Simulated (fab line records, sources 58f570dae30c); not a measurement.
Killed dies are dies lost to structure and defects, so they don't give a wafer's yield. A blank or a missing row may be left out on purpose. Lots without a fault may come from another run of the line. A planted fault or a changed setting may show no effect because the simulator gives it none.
Problem report in the 8D (eight disciplines) form, filled by code | flow berkeley_cmos170 | the parts of the form that need people (team, actions taken, sign-off) are left out

1. THE PROBLEM
chamber_pressure_pa at UCB170_SILICIDE_SPUTTER_01 reads a mean of 0.4823 Pa on 2 wafers of 2 lots; wafers without a fault read 0.4999 Pa with a standard deviation of 0.00093. That is -19 standard deviations from the usual mean.
The step: material Ti, target thk 30 nm, time 25 s.
First seen on wafer L417.1, day 8 12:13, on pvd_sputter-02. The record holds 42 wafers of 14 lots with a number at this step. Rule for "out", or "out of limits": more than 4 standard deviations from the usual mean. The other wafers with a number count as sound.

2. WHAT IT IS AND WHAT IT IS NOT
question                    | is                  | is not
which readings at this step | chamber_pressure_pa | throttle_valve_pct
which lots                  | L417, L421          | L407, L408, L409, L411, L414, L415, L420, L423, L424, L425, L426, L428
which wafers of those lots  | L417.1, L421.1      | L417.2, L417.6, L421.4, L421.5
read on which tools         | pvd_sputter-02      | pvd_sputter-01, pvd_sputter-04
when                        | from day 8 12:13    | up to then (23 sound wafers); but 17 sound wafers of L421, L423, L424, L425, L426, L428 came after

3. SUSPECTS, AND WHAT RULES EACH OUT
Counting: a tool at a process step up to the reading stays a suspect if it ran every lot that is out. Sound lots after the first of them don't rule it out here, since some wafers of a struck lot are sound.
- pvd_sputter-02 at UCB170_SILICIDE_SPUTTER_01 (material Ti, target thk 30 nm, time 25 s): kept. It ran every lot that is out, first L417 (day 8 12:13); its last sound lot up to then is L414 (day 7 18:55). Its own readings are out on those wafers: chamber_pressure_pa.
Left after counting: pvd_sputter-02 at UCB170_SILICIDE_SPUTTER_01.

4. THE CAUSE (what the simulator had put in)
Process parameter drift: pvd_sputter-02, from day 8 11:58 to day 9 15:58, at UCB170_SILICIDE_SPUTTER_01. Setting chamber_pressure_pa, moved by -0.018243, from 0.5. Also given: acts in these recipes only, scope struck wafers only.
Counting left only this tool.

5. THE CHAIN OF EFFECTS, in route order
Each row: a reading whose mean over the struck wafers that have a number lies more than 3 standard deviations from the usual. Only readings for which the record gives a usual standard deviation are gone through. hours: the time from each lot's start at the first step in this table that gives one to its start at this step, as a median over the lots. sigmas: the change in usual standard deviations.
hours | step                       | reading             | usual     | on struck wafers | change  | sigmas
0     | UCB170_SILICIDE_SPUTTER_01 | chamber_pressure_pa | 0.4999 Pa | 0.4823           | -0.0176 | -19
The process steps in it:
- UCB170_SILICIDE_SPUTTER_01: material Ti, target thk 30 nm, time 25 s.

6. WHAT WOULD HAVE CAUGHT IT SOONER
In this record the first reading out of limits was taken at day 8 12:13, 0 hours after the fault began at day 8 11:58.
